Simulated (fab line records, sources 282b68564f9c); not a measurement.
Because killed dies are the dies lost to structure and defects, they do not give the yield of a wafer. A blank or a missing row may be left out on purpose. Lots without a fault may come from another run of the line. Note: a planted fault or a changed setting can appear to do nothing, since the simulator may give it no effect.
Struck lot and sound lot, side by side | flow rit cmos | 14 steps out of a route of 202
Sound: the wafers L793.1, L793.3, L793.4. Struck: wafers L805.1, L805.4, L805.6. Last of all comes the cause.
Order at every step that has rows: each side's tool, ch and its chambers, its first start. Under that, the readings that differ: sound wafers | struck wafers | difference of the means | sigmas: that difference in standard deviations of wafers without a fault.
alike: readings with means less than 2 such deviations apart, plus words and numbers identical on both sides. not compared: withheld readings, readings lacking a value on some wafer, bounds such as >300 that could conceal the same value, and numbers that have no deviation in the record and whose values overlap.
A row with sigmas, a row that says differs or no value, or rows on one side alone: a step with any of these is where the two part. When numbers do not overlap yet have no deviation, they are printed without sigmas and do not part them. Lack of a reading on every wafer of one side parts them only where that side has two or more wafers.

first, 1 step without rows for these wafers: RIT_NRETRO_IMPLANT_08.
RIT_NRETRO_STRIP_09: strips in O2, time 180 s.
  sound on plasma asher-03 ch 0,1, day 2 11:29; struck on plasma asher-01 ch 0,1, day 5 00:22
  alike: chamber pressure mTorr, drypump motor current A, run length s
  not compared: rf hours counter h
RIT_NRETRO_TW_MEAS_10:
  sound: film metro-03 at day 2 11:40; struck: film metro-03 at day 5 00:33
  alike: NRETRO_TW
then, 6 steps without rows for these wafers: RIT_PRETRO_HMDS_00 (prime time 60 s); RIT_PRETRO_COAT_01 (resist thk 1300 nm); RIT_PRETRO_SOFTBAKE_02 (time 60 s); RIT_PRETRO_EXPOSE_03 (exposes mask M5, target cd 43700 nm); RIT_PRETRO_PEB_04; RIT_PRETRO_DEVELOP_05 (develop time 68 s).
RIT_PRETRO_OVL_MEAS_06:
  sound: overlay-02 at day 2 12:43; struck: overlay-02 at day 5 01:39
  alike: PRETRO_OVL
then, 2 steps without rows for these wafers: RIT_PRETRO_HARDBAKE_07 (time 120 s); RIT_PRETRO_IMPLANT_08.
RIT_PRETRO_STRIP_09: strips in O2, time 180 s.
  sound on plasma asher-04 ch 0,1, day 2 13:11; struck on plasma asher-04 ch 1, day 5 02:05
  reading                                     | sound             | struck          | difference | sigmas
  run length s (s)                            | 208.2 207.9 208.0 | 27.0 27.3 27.0  | -180.9     | -99 or more
  model.NOVOLAK_of_PRETRO_COAT_01.thk nm (nm) | 0 0 0             | 674 673.9 673.5 | +674       |
  alike: chamber pressure mTorr, drypump motor current A
  not compared: rf hours counter h
RIT_PRETRO_TW_MEAS_10:
  sound: film metro-01 at day 2 13:22; struck: film metro-04 at day 5 02:16
  reading   | sound       | struck      | difference | sigmas
  PRETRO_TW | 475 478 477 | 486 488 490 | +11        | +2

== WHERE THEY PART ==
Earliest at RIT_PRETRO_STRIP_09; latest, in this record, at RIT_PRETRO_TW_MEAS_10.

WHY: whatever the simulator had introduced
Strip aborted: plasma asher-04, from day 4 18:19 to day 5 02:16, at RIT_PRETRO_STRIP_09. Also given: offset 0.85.
